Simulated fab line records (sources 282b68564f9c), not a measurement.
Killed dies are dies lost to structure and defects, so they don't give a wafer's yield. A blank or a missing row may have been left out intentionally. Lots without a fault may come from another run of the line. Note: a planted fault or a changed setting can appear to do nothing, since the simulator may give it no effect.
Which of the tools did it? | flow ritCmos | 14 lots, 42 wafers sampled, at 2 steps of a route of 202

WHAT EACH GAUGE READ, for each wafer
Not one reading of a measure or inspect step in the record can be checked against a usual standard deviation.

EACH LOT AND THE TOOL THAT RAN IT (in order: tool; ch and the chambers of the sampled wafers; start)
lot  | RIT_GATE_STRIP_20                  | RIT_M1_PROBE_99
L397 | plasmaAsher-03 ch 0,1, day 2 14:31 | -
L398 | plasmaAsher-04 ch 0,1, day 3 00:44 | -
L399 | plasmaAsher-03 ch 0, day 3 02:41   | -
L400 | plasmaAsher-04 ch 0, day 3 06:48   | -
L401 | plasmaAsher-03 ch 0,1, day 3 12:48 | -
L402 | plasmaAsher-03 ch 0,1, day 3 19:04 | -
L403 | plasmaAsher-01 ch 0,1, day 4 00:53 | -
L404 | plasmaAsher-04 ch 0,1, day 4 02:11 | -
L405 | plasmaAsher-01 ch 0,1, day 4 08:43 | -
L408 | plasmaAsher-03 ch 0,1, day 5 00:23 | -
L410 | plasmaAsher-01 ch 0,1, day 5 16:53 | prober-02, day 6 15:54
L411 | plasmaAsher-03 ch 0,1, day 5 17:08 | prober-01, day 6 17:24
L420 | plasmaAsher-01 ch 0,1, day 8 04:04 | prober-02, day 9 02:20
L419 | plasmaAsher-01 ch 0,1, day 8 04:20 | prober-01, day 9 03:50
- RIT_GATE_STRIP_20: strips in O2, time 180 s.
- RIT_M1_PROBE_99

WHAT THE TOOLS THEMSELVES READ (means of the sampled wafers that have a number; where no wafer has one, the mark that the record gives instead)
RIT_GATE_STRIP_20. Usual: drypumpMotorCurrentA 5.9 A, standard deviation 0.49.
lot  | tool           | drypumpMotorCurrentA (A) | flag
L397 | plasmaAsher-03 | 6.3                      | 
L398 | plasmaAsher-04 | 5.5                      | 
L399 | plasmaAsher-03 | 6.0                      | 
L400 | plasmaAsher-04 | 5.8                      | 
L401 | plasmaAsher-03 | 6.3                      | 
L402 | plasmaAsher-03 | 6.5                      | 
L403 | plasmaAsher-01 | 5.7                      | 
L404 | plasmaAsher-04 | 5.5                      | 
L405 | plasmaAsher-01 | 5.7                      | 
L408 | plasmaAsher-03 | 6.5                      | 
L410 | plasmaAsher-01 | 5.5                      | 
L411 | plasmaAsher-03 | 6.3                      | 
L420 | plasmaAsher-01 | 5.7                      | 
L419 | plasmaAsher-01 | 5.7                      | 

RIT_M1_PROBE_99. Usual: killed_at_M0_to_M3 is 0.0 with standard deviation 0.14, killedAtContacts is 0.1 with standard deviation 0.3, killedAtFrontEnd is 7 with standard deviation 3.1, killedDies is 7 with standard deviation 3.1, killedOnRim is 1.9 with standard deviation 1.5, killedOpen is 3.8 with standard deviation 2.3, and killedShort is 3.2 with standard deviation 1.9.
lot  | tool      | killed_at_M0_to_M3 | killedAtContacts | killedAtFrontEnd | killedDies | killedOnRim | killedOpen | killedShort | flag
L410 | prober-02 | 0.0                | 0.0              | 11               | 11         | 5.3         | 8.3        | 2.7         | 
L411 | prober-01 | 0.0                | 0.0              | 8                | 8          | 2.7         | 5.3        | 2.7         | 
L420 | prober-02 | 0.0                | 0.0              | 31               | 31         | 7.3         | 4.7        | 2.0         | OFF
L419 | prober-01 | 0.0                | 0.3              | 29               | 29         | 6.7         | 3.0        | 2.7         | OFF

THE ANSWER, worked out from the rows above alone
Rule: a lot counts as off when the mean over its wafers that have a number is more than 3 standard deviations away from the usual mean. A lot without any number at a reading at which 4 lots or more have one is off too. All remaining lots with rows at the step are treated as sound. Order of review: gauges by route order, followed by the tools' own readings, for which a lot's mean as printed above is used. The first step at which some lot is off is used, and at that step the reading that is off furthest; a lot without a number counts as furthest.
Off: L420, L419, at RIT_M1_PROBE_99 (killedAtFrontEnd). Neither off nor sound, because the step has no rows for them: L397, L398, L399, L400, L401, L402, L403, L404, L405, L408.
A tool fits if, at that step or a process step before it, it ran every lot that is off, and no sound lot after the first of them. One fits: plasmaAsher-01 at RIT_GATE_STRIP_20. Its last sound lot is L410 (day 5 16:53), its first lot that is off L420 (day 8 04:04): a fault that began between those two fits.

WHAT HAD BEEN PUT IN BY THE SIMULATOR
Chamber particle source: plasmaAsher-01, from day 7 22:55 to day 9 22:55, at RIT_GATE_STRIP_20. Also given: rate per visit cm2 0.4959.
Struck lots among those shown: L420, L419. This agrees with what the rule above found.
